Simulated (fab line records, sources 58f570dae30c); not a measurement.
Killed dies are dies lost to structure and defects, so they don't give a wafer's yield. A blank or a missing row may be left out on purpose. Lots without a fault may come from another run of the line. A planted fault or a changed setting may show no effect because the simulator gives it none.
Problem report in the 8D (eight disciplines) form, filled by code | flow berkeley_cmos170 | the parts of the form that need people (team, actions taken, sign-off) are left out

1. THE PROBLEM
PWELL_TW at UCB170_PWELL_TW_MEAS_17 reads a mean of 342.5 on 6 wafers of 2 lots; wafers without a fault read 382.6 with a standard deviation of 2.9. That is -14 standard deviations from the usual mean.
First seen on wafer L183.1, day 5 03:25, on film_metro-02. The record holds 42 wafers of 14 lots with a number at this step. Rule for "out", or "out of limits": more than 4 standard deviations from the usual mean. The other wafers with a number count as sound.

2. WHAT IT IS AND WHAT IT IS NOT
question                    | is                           | is not
which readings at this step | PWELL_TW                     | -
which lots                  | L183, L184                   | L172, L173, L174, L176, L179, L180, L185, L190, L192, L193, L194, L195
which wafers of those lots  | all that have a number       | -
read on which gauges        | film_metro-02, film_metro-03 | film_metro-01
when                        | from day 5 03:25             | up to then (18 sound wafers); but 18 sound wafers of L185, L190, L192, L193, L194, L195 came after

3. SUSPECTS, AND WHAT RULES EACH OUT
Counting: a tool at a process step up to the reading stays a suspect if it ran every lot that is out and no sound lot after the first of them.
- the gauge at UCB170_PWELL_TW_MEAS_17: ruled out. The wafers that are out were read on 2 gauges (film_metro-02, film_metro-03).
- implanter-04 at UCB170_PWELL_IMPLANT_15: kept. It ran every lot that is out, first L183 (day 5 03:10), and no sound lot after that; its last sound lot up to then is L180 (day 4 09:34). Its own readings are out on those wafers: dose_ions_cm2, faraday_current_uA.
Left after counting: implanter-04 at UCB170_PWELL_IMPLANT_15.

4. THE CAUSE (what the simulator had put in)
Process parameter drift: implanter-04, from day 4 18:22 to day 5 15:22, at UCB170_PWELL_IMPLANT_15. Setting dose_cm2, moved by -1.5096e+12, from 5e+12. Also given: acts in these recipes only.
Counting left only this tool.

5. THE CHAIN OF EFFECTS, in route order
Each row: a reading whose mean over the struck wafers that have a number lies more than 3 standard deviations from the usual. Only readings for which the record gives a usual standard deviation are gone through. hours: the time from each lot's start at the first step in this table that gives one to its start at this step, as a median over the lots. sigmas: the change in usual standard deviations.
hours | step                    | reading            | usual     | on struck wafers | change     | sigmas
0     | UCB170_PWELL_IMPLANT_15 | dose_ions_cm2      | 5.001e+12 | 3.491e+12        | -1.510e+12 | -99 or more
0     | UCB170_PWELL_IMPLANT_15 | faraday_current_uA | 15.9      | 11.1             | -4.8       | -15
0     | UCB170_PWELL_TW_MEAS_17 | PWELL_TW           | 382.6     | 342.5            | -40.1      | -14
The process steps in it:
- UCB170_PWELL_IMPLANT_15

6. WHAT WOULD HAVE CAUGHT IT SOONER
In this record the first reading out of limits at a measuring or inspecting step was taken at day 5 03:25, 9 hours after the fault began at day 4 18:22.
The tool's own readings at UCB170_PWELL_IMPLANT_15 were out on every struck wafer that the step has a row for (dose_ions_cm2, faraday_current_uA): an alarm limit on them would have fired on the first of those.
Of the lots that are out (2), L184 began UCB170_PWELL_IMPLANT_15 on implanter-04 after day 5 03:25. A hold on the tool at that time would have spared it.
